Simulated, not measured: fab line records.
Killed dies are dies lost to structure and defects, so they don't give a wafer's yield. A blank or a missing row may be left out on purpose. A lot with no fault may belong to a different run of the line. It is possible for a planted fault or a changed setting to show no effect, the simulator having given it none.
The tool behind it: which one?    flow rit-cmos    Sampling: 14 lots, 42 wafers, 3 of 202 route steps

WHAT THE GAUGES SHOWED, per wafer
RIT_NRETRO_TW_MEAS_10. Usual: for NRETRO_TW the level is 1049 and the standard deviation is 11.
lot   measured     on             NRETRO_TW       flag
L740  day 2 07:20  film-metro-03  1061 1064 1070  
L741  day 2 11:46  film-metro-02  1034 1038 1037  
L742  day 2 18:04  film-metro-01  1053 1044 1054  
L743  day 2 21:52  film-metro-02  1040 1039 1042  
L744  day 3 04:52  film-metro-01  1051 1051 1047  
L746  day 3 13:41  film-metro-01  1053 1054 1050  
L747  day 3 18:49  film-metro-03  1062 1067 1068  
L748  day 4 01:55  film-metro-03  1056 1053 1054  
L751  day 4 14:17  film-metro-03  1058 1055 1049  
L755  day 5 16:29  film-metro-03  1066 1068 1063  
L756  day 5 21:38  film-metro-03  1069 1066 1069  
L758  day 6 01:27  film-metro-02  1038 1030 1040  
L760  day 6 15:04  film-metro-01  1053 1050 1050  
L761  day 6 20:05  film-metro-03  1054 1053 1058  

RIT_NLDD_OVL_MEAS_06. Usual: for NLDD_OVL the level is -1.0 nm and the standard deviation is 1.4.
lot   measured     on          NLDD_OVL (nm)   flag
L740  day 2 19:29  overlay-02  -0.9 -0.2 -1.6  
L741  day 3 01:22  overlay-01  -3.1 -2.5 -2.5  
L742  day 3 05:04  overlay-02  1.1 0.1 1.1     
L743  day 3 09:55  overlay-02  0.1 -1.2 -0.1   
L744  day 3 20:21  overlay-02  -0.9 -2.4 -0.6  
L746  day 4 00:25  overlay-02  -4.0 -2.6 -1.4  
L747  day 4 07:09  overlay-02  -0.4 -1.7 -0.2  
L748  day 4 14:30  overlay-01  -3.5 -1.5 -2.5  
L751  day 5 10:46  overlay-02  0.1 0.3 -2.2    
L755  day 6 07:31  overlay-02  -1.9 -3.2 -2.1  
L756  day 6 11:05  overlay-02  1.0 -0.6 0.2    
L758  day 6 14:34  overlay-01  1.3 -1.1 -0.1   
L760  day 7 04:25  overlay-01  1.2 -0.4 0.0    
L761  day 7 12:49  overlay-01  -3.1 -1.2 -2.4  

WHAT TOOL EACH LOT RAN ON (gives the tool, then ch and the chambers of the sampled wafers, and finally the start)
lot   RIT_REOX_CLEAN_00
L740  wet-bench-03 ch 0, day 2 14:37
L741  wet-bench-04 ch 0, day 2 21:22
L742  wet-bench-04 ch 0, day 3 00:55
L743  wet-bench-02 ch 0, day 3 06:05
L744  wet-bench-03 ch 1, day 3 15:35
L746  wet-bench-03 ch 3, day 3 20:34
L747  wet-bench-02 ch 0, day 4 02:58
L748  wet-bench-04 ch 1, day 4 09:44
L751  wet-bench-04 ch 0, day 5 05:31
L755  wet-bench-03 ch 1, day 6 03:23
L756  wet-bench-04 ch 0, day 6 06:13
L758  wet-bench-03 ch 3, day 6 09:44
L760  wet-bench-04 ch 3, day 6 23:20
L761  wet-bench-04 ch 3, day 7 07:56
- RIT_REOX_CLEAN_00: cleans in SC1, time 600 s.

AS READ BY THE TOOLS THEMSELVES (means over the sampled wafers that have a number; for cases with no such wafer, the mark the record gives instead)
RIT_REOX_CLEAN_00. Usual: 628.1 s for run-length-s, sd 2.9.
lot   tool          run-length-s (s)  flag
L740  wet-bench-03  626.1             
L741  wet-bench-04  630.9             
L742  wet-bench-04  624.3             
L743  wet-bench-02  627.5             
L744  wet-bench-03  628.1             
L746  wet-bench-03  626.2             
L747  wet-bench-02  627.0             
L748  wet-bench-04  634.3             
L751  wet-bench-04  632.1             
L755  wet-bench-03  303.3             OFF
L756  wet-bench-04  630.9             
L758  wet-bench-03  302.8             OFF
L760  wet-bench-04  627.8             
L761  wet-bench-04  627.4             

THE ANSWER, worked out from the rows above alone
Rule: lot off if the mean of its wafers having a number is beyond 3 standard deviations from the usual mean. Also off: a lot with no number at a reading for which 4 or more lots have one. All remaining lots with rows at the step are treated as sound. Order of review: gauges by route order, followed by the tools' own readings, for which a lot's mean as printed above is used. At the first step where some lot is off, the reading lying furthest off is the one used; lots without a number count as furthest.
Off: L755, L758, at RIT_REOX_CLEAN_00 (run-length-s).
If a tool, at that step or one of the process steps before it, ran each lot that is off and ran no sound lot following the first of them, it fits. One fits: RIT_REOX_CLEAN_00 on wet-bench-03. A fault onset in the window from L746 (day 3 20:34, its last sound lot) to L755 (day 6 03:23, its first lot off) fits.
The tool's own readings at RIT_REOX_CLEAN_00 bear it out: on the lots that are off they differ by more than 5 times the standard deviation of the sound lots' means. run-length-s reads 303.1 s there against 628.5 s on the sound lots.

WHAT WAS PUT IN BY THE SIMULATOR
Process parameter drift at RIT_REOX_CLEAN_00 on wet-bench-03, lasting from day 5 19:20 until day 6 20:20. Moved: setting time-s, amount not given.
Shown lots that were struck: L755, L758. This agrees with what the rule above found.
